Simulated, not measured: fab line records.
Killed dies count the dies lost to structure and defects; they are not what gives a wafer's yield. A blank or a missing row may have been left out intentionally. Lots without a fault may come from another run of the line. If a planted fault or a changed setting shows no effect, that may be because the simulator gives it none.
Split-lot trial + flow berkeley-cmos170 + 23 wafers read across 5 lots, on a route 331 steps long

## THE SPLIT ITSELF
At UCB170_BACKSIDE_COAT_01 (resist thk 900 nm), the setting resist-thk-nm was moved away from the recipe's 900 nm on 5 of the 23 wafers read, by -2.2% to -2.0%. All remaining wafers had this setting at the recipe value.

The reading is taken at the split's own step.

## THE READING
KrF_of_BACKSIDE_COAT_01.thk-nm (the simulator's own value, which no gauge read), in nm, at UCB170_BACKSIDE_COAT_01 (resist thk 900 nm). The file gives no usual value for it. The 18 wafers here that ran the recipe average 898.4 nm, standard deviation 2.9 nm.

| wafer  | tool, chamber at the split | resist-thk-nm as run, nm | against the recipe | KrF_of_BACKSIDE_COAT_01.thk-nm, nm | against lot-mates on the recipe |
|--------|----------------------------|--------------------------|--------------------|------------------------------------|---------------------------------|
| L075.3 | litho-track-02, 0          | 900                      | recipe             | 901.3                              | -                               |
| L075.4 | litho-track-02, 0          | 900                      | recipe             | 901.1                              | -                               |
| L075.5 | litho-track-02, 0          | 900                      | recipe             | 901.7                              | -                               |
| L079.1 | litho-track-01, 0          | 900                      | recipe             | 897.1                              | -                               |
| L079.2 | litho-track-01, 0          | 880.6                    | -2.2%              | 876.9                              | -19.7                           |
| L079.3 | litho-track-01, 0          | 900                      | recipe             | 897.2                              | -                               |
| L079.4 | litho-track-01, 0          | 880.6                    | -2.2%              | 876.8                              | -19.8                           |
| L079.6 | litho-track-01, 0          | 900                      | recipe             | 895.5                              | -                               |
| L082.1 | litho-track-01, 0          | 900                      | recipe             | 893.8                              | -                               |
| L082.2 | litho-track-01, 0          | 900                      | recipe             | 895.3                              | -                               |
| L082.3 | litho-track-01, 0          | 900                      | recipe             | 892.7                              | -                               |
| L082.5 | litho-track-01, 0          | 900                      | recipe             | 898                                | -                               |
| L082.6 | litho-track-01, 0          | 900                      | recipe             | 895.5                              | -                               |
| L084.1 | litho-track-03, 0          | 881.9                    | -2.0%              | 881.9                              | -20.1                           |
| L084.3 | litho-track-03, 0          | 900                      | recipe             | 901.6                              | -                               |
| L084.4 | litho-track-03, 0          | 900                      | recipe             | 902.3                              | -                               |
| L084.5 | litho-track-03, 0          | 881.9                    | -2.0%              | 886.1                              | -15.9                           |
| L084.6 | litho-track-03, 0          | 881.9                    | -2.0%              | 883.6                              | -18.4                           |
| L085.1 | litho-track-02, 0          | 900                      | recipe             | 901.3                              | -                               |
| L085.3 | litho-track-02, 0          | 900                      | recipe             | 898.7                              | -                               |
| L085.4 | litho-track-02, 0          | 900                      | recipe             | 898.2                              | -                               |
| L085.5 | litho-track-02, 0          | 900                      | recipe             | 899.4                              | -                               |
| L085.6 | litho-track-02, 0          | 900                      | recipe             | 899.9                              | -                               |

FIT RESULTS
A straight line over all 23 wafers: KrF_of_BACKSIDE_COAT_01.thk-nm changes by +8.43 nm for each +1% of resist-thk-nm; r = +0.93; the points scatter about the line by 3.1 nm.
The same after taking each lot's own level away (the mean of its wafers on the recipe; 23 wafers): +9.07 nm for each +1%; r = +0.99; scatter 1.3 nm.
Per that fit: largest resist-thk-nm move, reading shift of 20 nm.
From 895.06 to 901.95 nm: that is the span of the lots' own levels, equal to 2.4 times the standard deviation above.
Hence the lot-to-lot level has little effect on the slope; both slopes agree.
Check: with one of the wafers moved furthest among these (-2.2%) left out of the fit, the line predicts -19.5 nm for it against its lot-mates. Against them it came out at -19.7 nm.

## THE OTHER SPLITS THESE WAFERS WENT THROUGH
Other splits were also applied to these wafers ahead of the reading. Each is held against what the fit with the lots' levels taken away leaves over:
| other split on the same wafers      | wafers away from the commonest value | r with KrF_of_BACKSIDE_COAT_01.thk-nm (lot level and that fit taken away) |
|-------------------------------------|--------------------------------------|---------------------------------------------------------------------------|
| UCB170_ACTIVE_CVD_05 nh3-flow-sccm  | 15                                   | +0.02                                                                     |
| UCB170_PFIELD_EXPOSE_03 dose-mj     | 4                                    | +0.04                                                                     |
| UCB170_FIELD_OXIDATION_01 ox-time-s | 18                                   | +0.04                                                                     |
| UCB170_GATE_PEB_10 peb-temp-c       | 9                                    | +0.05                                                                     |
| UCB170_PLDD_COAT_01 resist-thk-nm   | 5                                    | +0.20                                                                     |
| UCB170_PLDD_EXPOSE_03 dose-mj       | 4                                    | +0.35                                                                     |
| UCB170_NLDD_PEB_04 peb-temp-c       | 8                                    | +0.17                                                                     |
| UCB170_NLDD_IMPLANT_09 energy-kev   | 7                                    | -0.33                                                                     |

## THE WHOLE CHAIN: every reading that the file lists as answering this split, in the file's order
| step                     | what it does      | reading                                                                         | change (the file's fit)              | r (the file's) |
|--------------------------|-------------------|---------------------------------------------------------------------------------|--------------------------------------|----------------|
| UCB170_BACKSIDE_COAT_01  | resist thk 900 nm | KrF_of_BACKSIDE_COAT_01.thk-nm (the simulator's own value, which no gauge read) | +9.08 nm for each +1% of the setting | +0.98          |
| UCB170_BACKSIDE_STRIP_03 | strips in O2      | strip-time-to-endpoint-s                                                        | withheld for each +1% of the setting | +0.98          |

## FILE'S OWN FIT
KrF_of_BACKSIDE_COAT_01.thk-nm changes by +9.08 nm for each +1% of resist-thk-nm, r = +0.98.
